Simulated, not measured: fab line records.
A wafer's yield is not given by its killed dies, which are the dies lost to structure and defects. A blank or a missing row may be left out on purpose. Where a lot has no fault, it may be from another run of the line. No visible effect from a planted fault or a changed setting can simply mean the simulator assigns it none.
The tool behind it: which one? | flow berkeley cmos170 | 42 wafers from 14 lots sampled at 3 of the route's 331 steps

== WHAT THE GAUGES READ, wafer by wafer ==
UCB170_V1_CD_MEAS_12 targets a cd of 700 nm. Usual: cd nm at 700.5 nm, with a standard deviation of 1.4.
lot  | measured     | on        | cd nm (nm)        | flag
L824 | day 7 21:24  | cd sem-01 | 699.9 701.9 701.0 |
L825 | day 7 22:15  | cd sem-02 | 700.7 699.8 700.3 |
L827 | day 8 09:29  | cd sem-01 | 700.1 699.9 699.7 |
L831 | day 9 01:39  | cd sem-02 | 702.1 703.9 703.6 |
L833 | day 9 17:23  | cd sem-01 | 700.5 700.9 699.6 |
L836 | day 10 03:41 | cd sem-02 | 697.9 697.8 699.6 |
L837 | day 10 17:10 | cd sem-02 | 703.3 703.4 700.5 |
L842 | day 10 23:59 | cd sem-01 | 702.6 700.2 701.5 |
L838 | day 11 00:03 | cd sem-02 | 701.2 699.1 700.0 |
L843 | day 11 02:18 | cd sem-02 | 700.7 700.9 699.7 |
L844 | day 11 22:47 | cd sem-02 | 698.2 700.2 698.2 |
L846 | day 12 07:10 | cd sem-01 | 702.5 701.8 702.4 |
L845 | day 12 11:17 | cd sem-01 | 700.6 700.1 700.1 |
L847 | day 12 21:44 | cd sem-02 | 701.8 703.7 703.4 |

UCB170_V2_OVL_MEAS_13. Usual: for V2_OVL the level is 2 nm and the standard deviation is 4.3.
lot  | measured     | on         | V2_OVL (nm) | flag
L824 | day 8 04:28  | overlay-01 | 1 -5 5      |
L825 | day 8 04:50  | overlay-01 | 10 3 8      |
L827 | day 8 14:46  | overlay-01 | 8 2 5       |
L831 | day 9 07:51  | overlay-02 | -1 -2 5     |
L833 | day 10 00:50 | overlay-02 | -2 -1 -4    |
L836 | day 10 09:50 | overlay-02 | 4 5 6       |
L837 | day 10 22:11 | overlay-01 | 3 -1 3      |
L842 | day 11 05:35 | overlay-02 | 3 4 2       |
L838 | day 11 05:52 | overlay-01 | 8 2 4       |
L843 | day 11 07:54 | overlay-02 | -1 2 4      |
L844 | day 12 09:06 | overlay-02 | -1 -3 -9    |
L846 | day 12 13:46 | overlay-01 | 4 4 2       |
L845 | day 12 16:54 | overlay-01 | 5 0 5       |
L847 | day 13 03:28 | overlay-02 | 0 5 12      |

== TOOL THAT RAN EACH LOT (tool first, then ch and the chambers of the sampled wafers, then the start) ==
lot  | UCB170_M2_STRIP_07
L824 | plasma asher-04 ch 0,1, day 7 22:49
L825 | plasma asher-03 ch 0,1, day 7 23:58
L827 | plasma asher-02 ch 0,1, day 8 10:48
L831 | plasma asher-02 ch 0,1, day 9 03:11
L833 | plasma asher-02 ch 0, day 9 18:43
L836 | plasma asher-02 ch 0,1, day 10 05:00
L837 | plasma asher-04 ch 0,1, day 10 18:31
L842 | plasma asher-03 ch 0,1, day 11 01:28
L838 | plasma asher-02 ch 0,1, day 11 01:28
L843 | plasma asher-04 ch 0,1, day 11 03:38
L844 | plasma asher-03 ch 0,1, day 12 00:21
L846 | plasma asher-04 ch 0,1, day 12 08:49
L845 | plasma asher-02 ch 0,1, day 12 12:37
L847 | plasma asher-04 ch 1, day 12 23:03
- UCB170_M2_STRIP_07: strips in O2.

== WHAT THE TOOLS THEMSELVES READ (means of the sampled wafers that have a number; where no wafer has one, the mark that the record gives instead) ==
UCB170_M2_STRIP_07. Usual: drypump motor current A 5.77 A, standard deviation 0.2; oes product au 0.735 a.u., standard deviation 0.0039; strip time to endpoint s 21.96 s, standard deviation 0.065.
lot  | tool            | drypump motor current A (A) | oes product au (a.u.) | strip time to endpoint s (s) | flag
L824 | plasma asher-04 | 5.71                        | 0.739                 | 21.92                        |
L825 | plasma asher-03 | 5.66                        | 0.735                 | 21.96                        |
L827 | plasma asher-02 | 5.74                        | 0.731                 | 21.88                        |
L831 | plasma asher-02 | 5.87                        | 0.734                 | 21.82                        |
L833 | plasma asher-02 | 6.00                        | 0.735                 | 21.99                        |
L836 | plasma asher-02 | 5.75                        | 0.733                 | 21.99                        |
L837 | plasma asher-04 | 5.79                        | 0.738                 | 22.05                        |
L842 | plasma asher-03 | 5.86                        | 0.737                 | 21.98                        |
L838 | plasma asher-02 | 5.75                        | 0.736                 | 21.99                        |
L843 | plasma asher-04 | 5.77                        | 0.735                 | 21.96                        |
L844 | plasma asher-03 | 5.88                        | 0.736                 | 21.97                        |
L846 | plasma asher-04 | 5.72                        | 0.732                 | 21.92                        |
L845 | plasma asher-02 | 5.88                        | 0.735                 | 21.99                        |
L847 | plasma asher-04 | 5.66                        | 0.739                 | 21.89                        |

== THE ANSWER, worked out from the rows above alone ==
Rule: a lot counts as off when the mean over its wafers that have a number is more than 3 standard deviations away from the usual mean. A lot without any number at a reading at which 4 lots or more have one is off too. The other lots that the step has rows for count as sound. First the gauges in route order, then the tools' own readings, where a lot's mean is used as printed above. At the first step where some lot is off, the reading lying furthest off is the one used; lots without a number count as furthest.
No lot is off on any of the readings shown, so nothing can be concluded from this.

== WHAT HAD BEEN PUT IN BY THE SIMULATOR ==
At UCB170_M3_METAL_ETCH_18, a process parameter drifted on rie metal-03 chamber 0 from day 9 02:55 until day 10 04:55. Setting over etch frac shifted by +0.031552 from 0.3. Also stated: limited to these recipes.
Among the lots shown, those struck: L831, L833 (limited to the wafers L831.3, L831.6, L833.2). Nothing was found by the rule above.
